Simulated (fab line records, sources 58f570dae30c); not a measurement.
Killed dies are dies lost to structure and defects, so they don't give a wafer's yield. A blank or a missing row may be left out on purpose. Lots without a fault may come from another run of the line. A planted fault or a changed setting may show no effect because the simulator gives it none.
Which tool did it? | flow berkeley_cmos170 | 7 lots, 21 wafers sampled, at 3 steps of a route of 331

WHAT THE GAUGES READ, wafer by wafer
UCB170_NLDD_TW_MEAS_11.
lot  | measured     | on            | NLDD_TW
L927 | day 7 17:06  | film_metro-01 | 2227 2220 2225
L932 | day 8 21:59  | film_metro-01 | 2199 2211 2201
L934 | day 10 07:48 | film_metro-02 | 2134 2150 2140
L938 | day 10 07:14 | film_metro-02 | 2201 2206 2201
L939 | day 10 16:50 | film_metro-01 | 2222 2217 2226
L944 | day 11 17:06 | film_metro-03 | 2228 2239 2218
L946 | day 12 16:34 | film_metro-01 | 2212 2206 2199

WHICH TOOL RAN EACH LOT (tool, then ch and the chambers of the sampled wafers, then the start)
lot  | UCB170_PLDD_STRIP_10                 | UCB170_NLDD_IMPLANT_09
L927 | plasma_asher-01 ch 0,1, day 7 15:22  | implanter-02 ch 0, day 7 16:52
L932 | plasma_asher-01 ch 0,1, day 8 20:00  | implanter-02 ch 0, day 8 21:45
L934 | plasma_asher-01 ch 0,1, day 10 04:40 | implanter-02 ch 0, day 10 07:36
L938 | plasma_asher-01 ch 0,1, day 10 04:16 | implanter-03 ch 0, day 10 07:01
L939 | plasma_asher-03 ch 1, day 10 14:14   | implanter-04 ch 0, day 10 16:34
L944 | plasma_asher-02 ch 0,1, day 11 13:53 | implanter-03 ch 0, day 11 16:51
L946 | plasma_asher-02 ch 0,1, day 12 14:49 | implanter-04 ch 0, day 12 16:19
- UCB170_PLDD_STRIP_10: strips in O2.
- UCB170_NLDD_IMPLANT_09

THE ANSWER, worked out from the rows above alone
Rule: what is usual is taken from the lots themselves. Put in order of their means at a reading, lots are off if they are a third of the lots or fewer, leave a main group of 4 or more, and stand apart from it by a gap of 3 or more times the standard deviation of the main group's means; of several such gaps the widest counts. A main group whose means are all the same, to the digits that the tables above print for the reading, isn't used. A lot without any number at a reading at which 4 lots or more have one is off too. The other lots that the step has rows for count as sound.
Off: L934, at UCB170_NLDD_TW_MEAS_11 (NLDD_TW). The main group: mean 2214, standard deviation 11.
A tool fits if, at a process step before that reading, it ran every lot that is off, and no sound lot after the first of them. The gauges at UCB170_NLDD_TW_MEAS_11 are tried like those tools. Can't be told from this: 3 tools fit, plasma_asher-01 at UCB170_PLDD_STRIP_10, implanter-02 at UCB170_NLDD_IMPLANT_09, film_metro-02 at UCB170_NLDD_TW_MEAS_11.

WHAT THE SIMULATOR HAD PUT IN
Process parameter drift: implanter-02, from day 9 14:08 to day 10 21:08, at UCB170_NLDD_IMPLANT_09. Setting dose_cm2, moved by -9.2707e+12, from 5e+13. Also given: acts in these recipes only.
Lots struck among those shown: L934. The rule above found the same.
